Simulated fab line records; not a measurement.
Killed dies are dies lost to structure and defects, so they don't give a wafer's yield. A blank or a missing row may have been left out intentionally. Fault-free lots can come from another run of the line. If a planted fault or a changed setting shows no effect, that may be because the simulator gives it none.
Which tool is to blame? | flow rit cmos | 48 wafers from 16 lots sampled at 2 of the route's 202 steps

WHAT EACH GAUGE READ, for each wafer
RIT_ACTIVE_CD_MEAS_11: target cd 1400 nm. Usual: cd nm reads 1399.9 nm (standard deviation 2.2).
lot  | measured    | on        | cd nm (nm)           | flag
L542 | day 1 14:35 | cd sem-02 | 1398.8 1398.5 1399.2 |
L544 | day 2 00:26 | cd sem-02 | 1402.3 1398.0 1398.8 |
L545 | day 2 05:28 | cd sem-01 | 1398.9 1402.1 1400.0 |
L546 | day 2 10:35 | cd sem-01 | 1401.0 1402.3 1401.0 |
L547 | day 2 15:35 | cd sem-01 | 1400.5 1401.0 1401.6 |
L548 | day 2 20:26 | cd sem-02 | 1399.5 1403.0 1401.0 |
L550 | day 3 09:15 | cd sem-01 | 1394.6 1395.3 1397.2 |
L551 | day 3 11:28 | cd sem-01 | 1398.7 1400.0 1399.6 |
L552 | day 3 16:40 | cd sem-02 | 1403.9 1403.6 1403.0 |
L553 | day 3 21:45 | cd sem-02 | 1400.6 1400.1 1399.7 |
L557 | day 4 17:34 | cd sem-01 | 1411.3 1414.8 1413.5 | OFF
L558 | day 4 22:40 | cd sem-01 | 1411.0 1410.7 1408.0 | OFF
L559 | day 5 03:26 | cd sem-01 | 1411.3 1412.5 1413.6 | OFF
L561 | day 5 13:45 | cd sem-01 | 1405.2 1409.7 1408.2 | OFF
L562 | day 5 20:17 | cd sem-01 | 1396.0 1398.0 1395.7 |
L565 | day 6 10:17 | cd sem-01 | 1400.9 1401.6 1403.2 |

WHAT TOOL EACH LOT RAN ON (gives the tool, then ch and the chambers of the sampled wafers, and finally the start)
lot  | RIT_ACTIVE_EXPOSE_08
L542 | iline stepper-01 ch 0, day 1 14:11
L544 | iline stepper-02 ch 0, day 2 00:02
L545 | iline stepper-02 ch 0, day 2 05:04
L546 | iline stepper-02 ch 0, day 2 10:06
L547 | iline stepper-01 ch 0, day 2 15:11
L548 | iline stepper-01 ch 0, day 2 20:02
L550 | iline stepper-01 ch 0, day 3 08:51
L551 | iline stepper-01 ch 0, day 3 11:04
L552 | iline stepper-02 ch 0, day 3 16:16
L553 | iline stepper-01 ch 0, day 3 21:20
L557 | iline stepper-02 ch 0, day 4 17:10
L558 | iline stepper-02 ch 0, day 4 22:02
L559 | iline stepper-02 ch 0, day 5 03:02
L561 | iline stepper-02 ch 0, day 5 13:21
L562 | iline stepper-01 ch 0, day 5 19:53
L565 | iline stepper-01 ch 0, day 6 09:53
- RIT_ACTIVE_EXPOSE_08: exposes mask M1, target cd 1400 nm.

AS READ BY THE TOOLS THEMSELVES (means over the sampled wafers that have a number; for cases with no such wafer, the mark the record gives instead)
RIT_ACTIVE_EXPOSE_08. Usual: exposure dose mJ cm2 reads 224.98 (standard deviation 0.22).
lot  | tool             | exposure dose mJ cm2 | flag
L542 | iline stepper-01 | 224.93               |
L544 | iline stepper-02 | 225.00               |
L545 | iline stepper-02 | 225.01               |
L546 | iline stepper-02 | 225.37               |
L547 | iline stepper-01 | 224.82               |
L548 | iline stepper-01 | 225.04               |
L550 | iline stepper-01 | 225.09               |
L551 | iline stepper-01 | 224.96               |
L552 | iline stepper-02 | 224.86               |
L553 | iline stepper-01 | 224.85               |
L557 | iline stepper-02 | 214.79               | OFF
L558 | iline stepper-02 | 216.96               | OFF
L559 | iline stepper-02 | 218.40               | OFF
L561 | iline stepper-02 | 219.57               | OFF
L562 | iline stepper-01 | 225.10               |
L565 | iline stepper-01 | 225.03               |

THE ANSWER, worked out from the rows above alone
Rule: a lot is off if the mean of its wafers that have a number lies more than 3 standard deviations from the usual mean. Also off: a lot with no number at a reading for which 4 or more lots have one. Any other lot the step has rows for is counted as sound. First the gauges in route order, then the tools' own readings, where a lot's mean is used as printed above. The first step at which some lot is off is used, and at that step the reading that is off furthest; a lot without a number counts as furthest.
Off, at RIT_ACTIVE_CD_MEAS_11 on cd nm: L557, L558, L559, L561.
A tool fits if, at a process step before that reading, it ran every lot that is off, and no sound lot after the first of them. Not tried: the gauges at RIT_ACTIVE_CD_MEAS_11; whatever is off there is also off at RIT_ACTIVE_EXPOSE_08, on other tools, and gauge error can't account for it. One fits: RIT_ACTIVE_EXPOSE_08 on iline stepper-02. A fault onset in the window from L552 (day 3 16:16, its last sound lot) to L557 (day 4 17:10, its first lot off) fits.
On the lots that are off, the tool's own readings at RIT_ACTIVE_EXPOSE_08 differ by more than 5 times the standard deviation of the sound lots' means, which bears it out; exposure dose mJ cm2 reads 217.43 there versus 225.00 on the sound lots.

WHAT WAS PUT IN BY THE SIMULATOR
Drift in process parameters on iline stepper-02 at RIT_ACTIVE_EXPOSE_08, starting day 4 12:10. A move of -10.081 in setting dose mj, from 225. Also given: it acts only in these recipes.
Shown lots that were struck: L557, L558, L559, L561. The rule above reached the same finding.
